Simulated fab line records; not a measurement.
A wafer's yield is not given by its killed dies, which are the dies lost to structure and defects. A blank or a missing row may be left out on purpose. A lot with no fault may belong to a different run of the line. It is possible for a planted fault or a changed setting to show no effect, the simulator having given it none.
Which tool is to blame? || flow ritCmos || Sampling: 14 lots, 42 wafers, 2 of 202 route steps

## WHAT THE GAUGES READ, wafer by wafer
RIT_NRETRO_OVL_MEAS_06.
{"lot": "L233", "measured": "day 2 12:08", "on": "overlay-01", "NRETRO_OVL (nm)": "-0.6 0.3 0.1"}
{"lot": "L234", "measured": "day 2 17:37", "on": "overlay-01", "NRETRO_OVL (nm)": "0.3 -0.5 1.6"}
{"lot": "L235", "measured": "day 3 02:56", "on": "overlay-01", "NRETRO_OVL (nm)": "-0.4 -0.1 -1.2"}
{"lot": "L236", "measured": "day 3 04:26", "on": "overlay-02", "NRETRO_OVL (nm)": "-0.1 0.9 0.4"}
{"lot": "L237", "measured": "day 3 08:08", "on": "overlay-02", "NRETRO_OVL (nm)": "-1.9 -2.0 -0.9"}
{"lot": "L238", "measured": "day 3 17:17", "on": "overlay-02", "NRETRO_OVL (nm)": "-0.9 -0.6 -1.0"}
{"lot": "L240", "measured": "day 4 01:16", "on": "overlay-02", "NRETRO_OVL (nm)": "-1.4 -0.7 -1.9"}
{"lot": "L241", "measured": "day 4 09:20", "on": "overlay-02", "NRETRO_OVL (nm)": "-2.9 -2.7 -3.0"}
{"lot": "L242", "measured": "day 4 09:34", "on": "overlay-01", "NRETRO_OVL (nm)": "2.1 2.5 2.3"}
{"lot": "L243", "measured": "day 4 14:49", "on": "overlay-01", "NRETRO_OVL (nm)": "-0.3 1.1 0.8"}
{"lot": "L245", "measured": "day 5 05:39", "on": "overlay-01", "NRETRO_OVL (nm)": "-1.5 0.2 -0.2"}
{"lot": "L249", "measured": "day 6 03:11", "on": "overlay-02", "NRETRO_OVL (nm)": "- - -"}
{"lot": "L251", "measured": "day 6 08:15", "on": "overlay-02", "NRETRO_OVL (nm)": "- - -"}
{"lot": "L255", "measured": "day 7 01:13", "on": "overlay-01", "NRETRO_OVL (nm)": "-0.9 -0.8 -1.3"}

## WHICH TOOL RAN EACH LOT (tool, then ch and the chambers of the sampled wafers, then the start)
{"lot": "L233", "RIT_NRETRO_EXPOSE_03": "ilineStepper-01 ch 0, day 2 11:42"}
{"lot": "L234", "RIT_NRETRO_EXPOSE_03": "ilineStepper-02 ch 0, day 2 17:12"}
{"lot": "L235", "RIT_NRETRO_EXPOSE_03": "ilineStepper-01 ch 0, day 3 02:31"}
{"lot": "L236", "RIT_NRETRO_EXPOSE_03": "ilineStepper-02 ch 0, day 3 03:47"}
{"lot": "L237", "RIT_NRETRO_EXPOSE_03": "ilineStepper-02 ch 0, day 3 07:43"}
{"lot": "L238", "RIT_NRETRO_EXPOSE_03": "ilineStepper-01 ch 0, day 3 16:43"}
{"lot": "L240", "RIT_NRETRO_EXPOSE_03": "ilineStepper-02 ch 0, day 4 00:50"}
{"lot": "L241", "RIT_NRETRO_EXPOSE_03": "ilineStepper-02 ch 0, day 4 08:56"}
{"lot": "L242", "RIT_NRETRO_EXPOSE_03": "ilineStepper-01 ch 0, day 4 09:09"}
{"lot": "L243", "RIT_NRETRO_EXPOSE_03": "ilineStepper-01 ch 0, day 4 14:23"}
{"lot": "L245", "RIT_NRETRO_EXPOSE_03": "ilineStepper-02 ch 0, day 5 05:14"}
{"lot": "L249", "RIT_NRETRO_EXPOSE_03": "ilineStepper-02 ch 0, day 6 02:46"}
{"lot": "L251", "RIT_NRETRO_EXPOSE_03": "ilineStepper-02 ch 0, day 6 07:49"}
{"lot": "L255", "RIT_NRETRO_EXPOSE_03": "ilineStepper-01 ch 0, day 7 00:49"}
- RIT_NRETRO_EXPOSE_03: exposes mask M4, target cd 43900 nm.

## AS READ BY THE TOOLS THEMSELVES (means over the sampled wafers that have a number; for cases with no such wafer, the mark the record gives instead)
RIT_NRETRO_EXPOSE_03.
{"lot": "L233", "tool": "ilineStepper-01", "stageVelMmS (mm/s)": 500.09}
{"lot": "L234", "tool": "ilineStepper-02", "stageVelMmS (mm/s)": 499.98}
{"lot": "L235", "tool": "ilineStepper-01", "stageVelMmS (mm/s)": 499.95}
{"lot": "L236", "tool": "ilineStepper-02", "stageVelMmS (mm/s)": 499.99}
{"lot": "L237", "tool": "ilineStepper-02", "stageVelMmS (mm/s)": 499.77}
{"lot": "L238", "tool": "ilineStepper-01", "stageVelMmS (mm/s)": 500.28}
{"lot": "L240", "tool": "ilineStepper-02", "stageVelMmS (mm/s)": 499.73}
{"lot": "L241", "tool": "ilineStepper-02", "stageVelMmS (mm/s)": 499.86}
{"lot": "L242", "tool": "ilineStepper-01", "stageVelMmS (mm/s)": 500.11}
{"lot": "L243", "tool": "ilineStepper-01", "stageVelMmS (mm/s)": 500.21}
{"lot": "L245", "tool": "ilineStepper-02", "stageVelMmS (mm/s)": 500.06}
{"lot": "L249", "tool": "ilineStepper-02", "stageVelMmS (mm/s)": 500.01}
{"lot": "L251", "tool": "ilineStepper-02", "stageVelMmS (mm/s)": 499.80}
{"lot": "L255", "tool": "ilineStepper-01", "stageVelMmS (mm/s)": 499.99}

## THE ANSWER, worked out from the rows above alone
Rule: the lots themselves supply what counts as usual. The widest of any qualifying gaps counts: lots, ordered by their means at a reading, are off when they make up no more than a third of the lots, leave a main group of 4 or more, and stand apart from it by 3 or more times the standard deviation of that group's means. Not used: any main group whose means are identical at the precision the tables above print for the reading. A lot without any number at a reading at which 4 lots or more have one is off too. The other lots that the step has rows for count as sound. The gauges are gone through in route order, then the tools' own readings, and for those a lot's mean is taken as printed above. The first step at which some lot is off is used, and at that step the reading that is off furthest; a lot without a number counts as furthest.
Off: at RIT_NRETRO_OVL_MEAS_06 (NRETRO_OVL), L249, L251. Without a number there: L249, L251. Main group: mean -0.4 nm, sd 1.2.
If a tool, at a process step before that reading, ran all the lots that are off and no sound lot after the first of them, it fits. Those tools and the gauges at RIT_NRETRO_OVL_MEAS_06 are tried in the same way. This does not decide it: 2 tools fit, namely ilineStepper-02 at RIT_NRETRO_EXPOSE_03 and overlay-02 at RIT_NRETRO_OVL_MEAS_06.

## WHAT THE SIMULATOR HAD PUT IN
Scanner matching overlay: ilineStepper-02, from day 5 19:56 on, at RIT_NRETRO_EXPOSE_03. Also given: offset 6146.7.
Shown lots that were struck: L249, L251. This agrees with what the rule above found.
